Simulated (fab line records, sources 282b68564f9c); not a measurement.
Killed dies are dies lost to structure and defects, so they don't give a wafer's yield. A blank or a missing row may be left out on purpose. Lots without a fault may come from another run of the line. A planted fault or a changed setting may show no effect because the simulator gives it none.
Chamber matching | flow rit_cmos | RIT_CONTACT_ETCH_11 on rie_diel-01: 4 sister chambers
The step etches SiO2 in CHF3/CF4/Ar, stops on TiSi2, target depth 480 nm, time 320 s. 14 wafers are shown with their chamber, then 7 later ones without.

WAFERS WITH THEIR CHAMBER
wafer  | chamber | drypump_motor_current_A (A) | throttle_valve_pct (%) | oes_product_au (a.u.)
L665.2 | 3       | 6.5                         | 8.77                   | 0.979
L665.3 | 1       | 5.9                         | 8.95                   | 0.977
L665.4 | 0       | 5.3                         | 8.70                   | 0.986
L667.1 | 3       | 6.5                         | 8.76                   | 0.981
L667.3 | 1       | 5.9                         | 8.94                   | 0.981
L667.6 | 3       | 6.5                         | 8.77                   | 0.993
L669.3 | 1       | 5.9                         | 8.96                   | 0.991
L669.4 | 2       | 5.3                         | 8.85                   | 0.996
L669.6 | 0       | 5.2                         | 8.72                   | 0.991
L670.2 | 2       | 5.3                         | 8.85                   | 0.996
L670.5 | 3       | 6.5                         | 8.77                   | 0.981
L670.6 | 2       | 5.3                         | 8.84                   | 0.997
L675.1 | 3       | 6.5                         | 8.76                   | 0.979
L675.5 | 3       | 6.6                         | 8.76                   | 0.992

SIGNATURES (means of the wafers above)
reading                 | chamber 0 | chamber 1 | chamber 2 | chamber 3 | scatter within a chamber
drypump_motor_current_A | 5.250     | 5.900     | 5.300     | 6.517     | 0.0365
throttle_valve_pct      | 8.7100    | 8.9500    | 8.8467    | 8.7650    | 0.00785
oes_product_au          | 0.98850   | 0.98300   | 0.99633   | 0.98417   | 0.00574
Rule: a wafer's distance from a chamber is the root of the sum, over the readings, of the square of ((its reading less the chamber's mean) divided by the reading's scatter). The wafer belongs to the nearest chamber; if the next one is less than 2 further off, it can't be placed. The scatter: the root of (the sum of the squares of (reading less its chamber's mean) over the shown wafers, divided by (wafers less chambers)).

WAFERS WITHOUT THEIR CHAMBER
wafer  | drypump_motor_current_A (A) | throttle_valve_pct (%) | oes_product_au (a.u.)
L675.6 | 5.3                         | 8.72                   | 0.981
L678.1 | 6.5                         | 8.76                   | 0.977
L678.3 | 5.3                         | 8.73                   | 0.989
L678.5 | 5.3                         | 8.72                   | 0.993
L686.1 | 5.4                         | 8.85                   | 0.998
L686.4 | 5.3                         | 8.69                   | 0.979
L686.5 | 5.3                         | 8.72                   | 0.992

WHICH CHAMBER EACH WENT THROUGH
wafer  | from the rows above | in truth
L675.6 | 0                   | 0
L678.1 | 3                   | 3
L678.3 | 0                   | 0
L678.5 | 0                   | 0
L686.1 | 2                   | 2
L686.4 | 0                   | 0
L686.5 | 0                   | 0
Placed correctly: 7 of 7. Can't be placed from these rows: 0. Placed wrongly: 0.
